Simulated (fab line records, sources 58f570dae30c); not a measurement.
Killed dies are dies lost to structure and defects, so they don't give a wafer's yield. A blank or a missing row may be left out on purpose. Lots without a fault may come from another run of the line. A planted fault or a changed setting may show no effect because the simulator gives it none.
Which tool did it? | flow berkeley_cmos170 | 14 lots, 42 wafers sampled, at 3 steps of a route of 331

WHAT THE GAUGES READ, wafer by wafer
UCB170_V1_THK_MEAS_01. Usual: V1_TEOS_THK 1996 nm, standard deviation 25.
lot  | measured     | on            | V1_TEOS_THK (nm) | flag
L622 | day 8 23:54  | film_metro-01 | 1976 2028 2024   |
L623 | day 8 22:34  | film_metro-02 | 1953 2001 2028   |
L624 | day 9 01:13  | film_metro-01 | 1983 2014 1984   |
L626 | day 9 22:01  | film_metro-01 | 2009 2047 2017   |
L627 | day 10 00:01 | film_metro-04 | 2006 1976 1998   |
L629 | day 10 12:28 | film_metro-01 | 1954 1958 2002   |
L628 | day 10 11:09 | film_metro-02 | 1963 1953 2049   |
L630 | day 10 23:51 | film_metro-02 | 1992 2007 1979   |
L631 | day 10 22:29 | film_metro-01 | 1981 2012 1996   |
L633 | day 11 06:56 | film_metro-02 | 1974 1976 2028   |
L635 | day 12 04:29 | film_metro-02 | 2002 2022 2026   |
L639 | day 12 16:14 | film_metro-02 | 1985 1949 1993   |
L638 | day 12 20:33 | film_metro-02 | 2003 1974 2005   |
L641 | day 13 11:55 | film_metro-01 | 2007 2016 2043   |

UCB170_V1_CD_MEAS_12: target cd 700 nm. Usual: cd_nm 699.7 nm, standard deviation 1.5.
lot  | measured     | on        | cd_nm (nm)        | flag
L622 | day 9 01:32  | cd_sem-01 | 699.7 700.4 700.8 |
L623 | day 9 00:22  | cd_sem-02 | 700.5 700.6 700.1 |
L624 | day 9 03:01  | cd_sem-02 | 699.3 698.7 699.7 |
L626 | day 9 23:53  | cd_sem-01 | 697.1 696.8 697.2 |
L627 | day 10 02:12 | cd_sem-01 | 699.7 698.0 700.5 |
L629 | day 10 15:35 | cd_sem-01 | 700.2 699.9 701.0 |
L628 | day 10 15:25 | cd_sem-02 | 701.8 700.1 700.2 |
L630 | day 11 01:24 | cd_sem-02 | 697.2 699.5 699.1 |
L631 | day 11 00:35 | cd_sem-01 | 700.3 700.4 700.0 |
L633 | day 11 08:48 | cd_sem-02 | 701.2 700.7 700.0 |
L635 | day 12 06:38 | cd_sem-02 | 700.8 700.2 701.9 |
L639 | day 12 18:52 | cd_sem-01 | 697.7 699.2 697.5 |
L638 | day 12 23:43 | cd_sem-01 | 701.0 701.7 701.8 |
L641 | day 13 13:43 | cd_sem-02 | 698.9 699.3 698.8 |

WHICH TOOL RAN EACH LOT (tool, then ch and the chambers of the sampled wafers, then the start)
lot  | UCB170_PLDD_STRIP_10
L622 | plasma_asher-02 ch 0,1, day 7 21:41
L623 | plasma_asher-02 ch 0,1, day 7 21:58
L624 | plasma_asher-02 ch 0,1, day 7 22:15
L626 | plasma_asher-01 ch 1, day 8 16:16
L627 | plasma_asher-01 ch 0,1, day 9 02:13
L629 | plasma_asher-02 ch 0,1, day 9 09:14
L628 | plasma_asher-02 ch 0,1, day 9 10:05
L630 | plasma_asher-02 ch 0,1, day 9 20:07
L631 | plasma_asher-04 ch 0,1, day 9 20:25
L633 | plasma_asher-04 ch 0,1, day 10 07:37
L635 | plasma_asher-04 ch 0,1, day 11 01:59
L639 | plasma_asher-04 ch 0,1, day 11 18:28
L638 | plasma_asher-01 ch 0, day 11 18:40
L641 | plasma_asher-04 ch 0,1, day 12 06:35
- UCB170_PLDD_STRIP_10: strips in O2.

WHAT THE TOOLS THEMSELVES READ (means of the sampled wafers that have a number; where no wafer has one, the mark that the record gives instead)
UCB170_PLDD_STRIP_10. Usual: drypump_motor_current_A 5.7 A, standard deviation 0.52; oes_product_au 0.735 a.u., standard deviation 0.0047; strip_time_to_endpoint_s 21.66 s, standard deviation 0.06.
lot  | tool            | drypump_motor_current_A (A) | oes_product_au (a.u.) | strip_time_to_endpoint_s (s) | flag
L622 | plasma_asher-02 | 5.5                         | 0.729                 | 21.77                        |
L623 | plasma_asher-02 | 5.5                         | 0.735                 | 21.54                        |
L624 | plasma_asher-02 | 5.2                         | 0.732                 | 21.70                        |
L626 | plasma_asher-01 | 6.5                         | 0.734                 | 21.67                        |
L627 | plasma_asher-01 | 6.0                         | 0.732                 | 21.72                        |
L629 | plasma_asher-02 | 5.5                         | 0.736                 | 21.65                        |
L628 | plasma_asher-02 | 5.2                         | 0.734                 | 21.70                        |
L630 | plasma_asher-02 | 5.2                         | 0.741                 | 21.60                        |
L631 | plasma_asher-04 | 5.6                         | 0.729                 | 21.58                        |
L633 | plasma_asher-04 | 5.8                         | 0.738                 | 21.65                        |
L635 | plasma_asher-04 | 5.6                         | 0.733                 | 21.69                        |
L639 | plasma_asher-04 | 5.6                         | 0.731                 | 21.59                        |
L638 | plasma_asher-01 | 5.7                         | 0.735                 | 21.64                        |
L641 | plasma_asher-04 | 5.8                         | 0.733                 | 21.70                        |

THE ANSWER, worked out from the rows above alone
Rule: a lot is off if the mean of its wafers that have a number lies more than 3 standard deviations from the usual mean. A lot without any number at a reading at which 4 lots or more have one is off too. The other lots that the step has rows for count as sound. The gauges are gone through in route order, then the tools' own readings, and for those a lot's mean is taken as printed above. The first step at which some lot is off is used, and at that step the reading that is off furthest; a lot without a number counts as furthest.
No lot is off at any reading shown: from this, nothing can be told.

WHAT THE SIMULATOR HAD PUT IN
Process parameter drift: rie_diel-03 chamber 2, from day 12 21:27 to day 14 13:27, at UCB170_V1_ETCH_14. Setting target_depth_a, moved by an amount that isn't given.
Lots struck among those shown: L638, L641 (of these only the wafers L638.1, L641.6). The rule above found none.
